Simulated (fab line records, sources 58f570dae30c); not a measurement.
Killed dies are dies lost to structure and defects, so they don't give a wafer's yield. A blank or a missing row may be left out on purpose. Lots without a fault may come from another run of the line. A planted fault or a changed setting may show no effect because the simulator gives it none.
Problem report in the 8D (eight disciplines) form, filled by code | flow berkeley_cmos170 | the parts of the form that need people (team, actions taken, sign-off) are left out

1. THE PROBLEM
oes_product_au at UCB170_M1_METAL_ETCH_12 reads a mean of 0.920 a.u. on 4 wafers of 2 lots; wafers without a fault read 0.853 a.u. with a standard deviation of 0.0097. That is +6.9 standard deviations from the usual mean.
The step: etches Al in Cl2/BCl3, stops on PSG, target depth 780 nm, time 130 s.
First seen on wafer L804.1, day 10 20:50, on rie_metal-03. The record holds 42 wafers of 14 lots with a number at this step. Rule for "out", or "out of limits": more than 4 standard deviations from the usual mean. The other wafers with a number count as sound.

2. WHAT IT IS AND WHAT IT IS NOT
question                    | is                             | is not
which readings at this step | oes_product_au                 | drypump_motor_current_A, throttle_valve_pct
which lots                  | L804, L806                     | L793, L794, L795, L796, L798, L799, L808, L810, L811, L813, L814, L816
which wafers of those lots  | L804.1, L806.1, L806.4, L806.6 | L804.2, L804.6
read on which tools         | rie_metal-03                   | rie_metal-02, rie_metal-04
when                        | from day 10 20:50              | up to then (20 sound wafers); but 18 sound wafers of L808, L810, L811, L813, L814, L816 came after

3. SUSPECTS, AND WHAT RULES EACH OUT
Counting: a tool at a process step up to the reading stays a suspect if it ran every lot that is out. Sound lots after the first of them don't rule it out here, since some wafers of a struck lot are sound.
- rie_metal-03 at UCB170_M1_METAL_ETCH_12 (etches Al in Cl2/BCl3, stops on PSG, target depth 780 nm, time 130 s): kept. It ran every lot that is out, first L804 (day 10 20:50); its last sound lot up to then is L799 (day 9 19:48). Its own readings are out on those wafers: oes_product_au.
- Within rie_metal-03 at UCB170_M1_METAL_ETCH_12: the wafers that are out ran in chamber 1; their sound lot-mates ran in chamber 0.
Left after counting: rie_metal-03 at UCB170_M1_METAL_ETCH_12.

4. THE CAUSE (what the simulator had put in)
Process parameter drift: rie_metal-03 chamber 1, from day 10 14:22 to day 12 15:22, at UCB170_M1_METAL_ETCH_12. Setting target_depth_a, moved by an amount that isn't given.
Counting left only this tool.

5. THE CHAIN OF EFFECTS, in route order
Each row: a reading whose mean over the struck wafers that have a number lies more than 3 standard deviations from the usual. Only readings for which the record gives a usual standard deviation are gone through. hours: the time from each lot's start at the first step in this table that gives one to its start at this step, as a median over the lots. sigmas: the change in usual standard deviations.
hours | step                    | reading        | usual      | on struck wafers | change | sigmas
0     | UCB170_M1_METAL_ETCH_12 | oes_product_au | 0.853 a.u. | 0.920            | +0.067 | +6.9
The process steps in it:
- UCB170_M1_METAL_ETCH_12: etches Al in Cl2/BCl3, stops on PSG, target depth 780 nm, time 130 s.

6. WHAT WOULD HAVE CAUGHT IT SOONER
In this record the first reading out of limits was taken at day 10 20:50, 6 hours after the fault began at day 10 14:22.
